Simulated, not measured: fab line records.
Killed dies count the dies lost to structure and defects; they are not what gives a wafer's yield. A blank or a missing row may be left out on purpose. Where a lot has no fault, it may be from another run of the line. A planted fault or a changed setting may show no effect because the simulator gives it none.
Code-filled problem report in 8D (eight disciplines) form :: flow rit-cmos :: the parts of the form that need people (team, actions taken, sign-off) are left out

1. THE ISSUE
Wafers free of any fault read 247.9 nm (standard deviation 2.1) for GATE_POLY_THK at RIT_GATE_THK_MEAS_09, against a mean of 165.7 nm on 6 wafers of 2 lots. Relative to the usual mean, that is a shift of -39 standard deviations.
Seen first at day 3 23:20 on film-metro-04, wafer L102.2. The record holds 42 wafers of 14 lots with a number at this step. Rule for "out", or "out of limits": more than 4 standard deviations from the usual mean. Any other wafer with a number is counted as sound.

2. WHAT THIS IS AND IS NOT
question: which readings at this step
is: GATE_POLY_THK
is not: -

question: which lots
is: L102, L103
is not: L100, L101, L104, L109, L113, L114, L117, L118, L119, L996, L998, L999

question: which wafers of those lots
is: all that have a number
is not: -

question: read on which gauges
is: film-metro-04
is not: film-metro-01, film-metro-03

question: when
is: from day 3 23:20
is not: up to then (15 sound wafers); but 21 sound wafers of L104, L109, L113, L114, L117, L118, L119 came after

3. THE SUSPECTS, EACH WITH WHAT RULES IT OUT
Counting: a tool at any process step up to the reading remains a suspect when it ran all the lots that are out and ran no sound lot after the first of those.
- the gauge at RIT_GATE_THK_MEAS_09: ruled out. All the wafers that are out were read on film-metro-04, but those of them that RIT_GATE_ETCH_19 has rows for are out there too, on other tools.
- lpcvd-01 at RIT_GATE_CVD_08 (deposits poly-Si from SiH4, target thk 250 nm, time 2220 s): ruled out as a lasting fault. After its first lot that is out, L102 (day 3 21:43), sound lots L117, L118, L119 ran on it.
Left after counting: nothing in the record.

4. THE CAUSE (what the simulator had put in)
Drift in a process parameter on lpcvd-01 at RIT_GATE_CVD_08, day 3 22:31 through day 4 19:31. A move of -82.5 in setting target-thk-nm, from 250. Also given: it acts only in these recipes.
Counting ruled it out, wrongly: the rule takes a fault to strike every lot that its tool runs from its start on, and this one did not.

5. THE EFFECT CHAIN, in route order
Each row: a reading whose mean over the struck wafers that have a number lies more than 3 standard deviations from the usual. Only readings for which the record gives a usual standard deviation are gone through. hours: the time from each lot's start at the first step in this table that gives one to its start at this step, as a median over the lots. sigmas: the change in usual standard deviations.
hours: 0
step: RIT_GATE_THK_MEAS_09
reading: GATE_POLY_THK
usual: 247.9 nm
on struck wafers: 165.7
change: -82.2
sigmas: -39

hours: 1
step: RIT_GATE_ETCH_19
reading: oes-product-au
usual: 0.837 a.u.
on struck wafers: 0.643
change: -0.194
sigmas: -15
Process steps it contains:
- RIT_GATE_ETCH_19: etches poly-Si in SF6/CHF3/O2, stops on SiO2, time 165 s, target depth 312.5 nm.

6. WHAT WOULD HAVE CAUGHT IT SOONER
In this record the first reading out of limits at a measuring or inspecting step was taken at day 3 23:20, 1 hour after the fault began at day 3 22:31.
Tool readings at RIT_GATE_CVD_08 with a usual standard deviation given in the record: none out on any struck wafer, hence no alarm at a limit of 4 standard deviations on them.
